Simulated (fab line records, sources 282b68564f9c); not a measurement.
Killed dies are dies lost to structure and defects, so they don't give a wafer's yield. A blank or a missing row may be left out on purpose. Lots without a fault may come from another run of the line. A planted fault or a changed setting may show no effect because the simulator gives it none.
Which tool did it? | flow rit_cmos | 7 lots, 21 wafers sampled, at 2 steps of a route of 202

WHAT THE GAUGES READ, wafer by wafer
RIT_NWELL_OVL_MEAS_06.
lot  | measured    | on         | NWELL_OVL (nm)
L248 | day 2 22:10 | overlay-02 | 0.6 1.8 0.2
L251 | day 3 15:00 | overlay-02 | 2.7 3.3 0.8
L254 | day 4 05:05 | overlay-02 | 2.2 1.6 2.7
L256 | day 4 15:15 | overlay-02 | 1.6 1.1 1.2
L258 | day 5 01:48 | overlay-02 | - - -
L262 | day 5 21:45 | overlay-02 | -0.9 -0.3 0.9
L265 | day 6 14:11 | overlay-02 | -0.4 -0.1 1.8

WHICH TOOL RAN EACH LOT (tool, then ch and the chambers of the sampled wafers, then the start)
lot  | RIT_NWELL_COAT_01
L248 | litho_track-02 ch 0, day 2 21:19
L251 | litho_track-04 ch 0, day 3 14:19
L254 | litho_track-04 ch 0, day 4 04:22
L256 | litho_track-04 ch 0, day 4 14:26
L258 | litho_track-03, day 5 00:52
L262 | litho_track-03 ch 0, day 5 21:04
L265 | litho_track-04 ch 0, day 6 13:20
- RIT_NWELL_COAT_01: resist thk 1300 nm.

THE ANSWER, worked out from the rows above alone
Rule: what is usual is taken from the lots themselves. Put in order of their means at a reading, lots are off if they are a third of the lots or fewer, leave a main group of 4 or more, and stand apart from it by a gap of 3 or more times the standard deviation of the main group's means; of several such gaps the widest counts. A main group whose means are all the same, to the digits that the tables above print for the reading, isn't used. A lot without any number at a reading at which 4 lots or more have one is off too. The other lots that the step has rows for count as sound.
Off: L258, at RIT_NWELL_OVL_MEAS_06 (NWELL_OVL). Without a number there: L258. The main group: mean 1.2 nm, standard deviation 0.86.
A tool fits if, at a process step before that reading, it ran every lot that is off, and no sound lot after the first of them. The gauges at RIT_NWELL_OVL_MEAS_06 are tried like those tools. None of those tried fits.

WHAT THE SIMULATOR HAD PUT IN
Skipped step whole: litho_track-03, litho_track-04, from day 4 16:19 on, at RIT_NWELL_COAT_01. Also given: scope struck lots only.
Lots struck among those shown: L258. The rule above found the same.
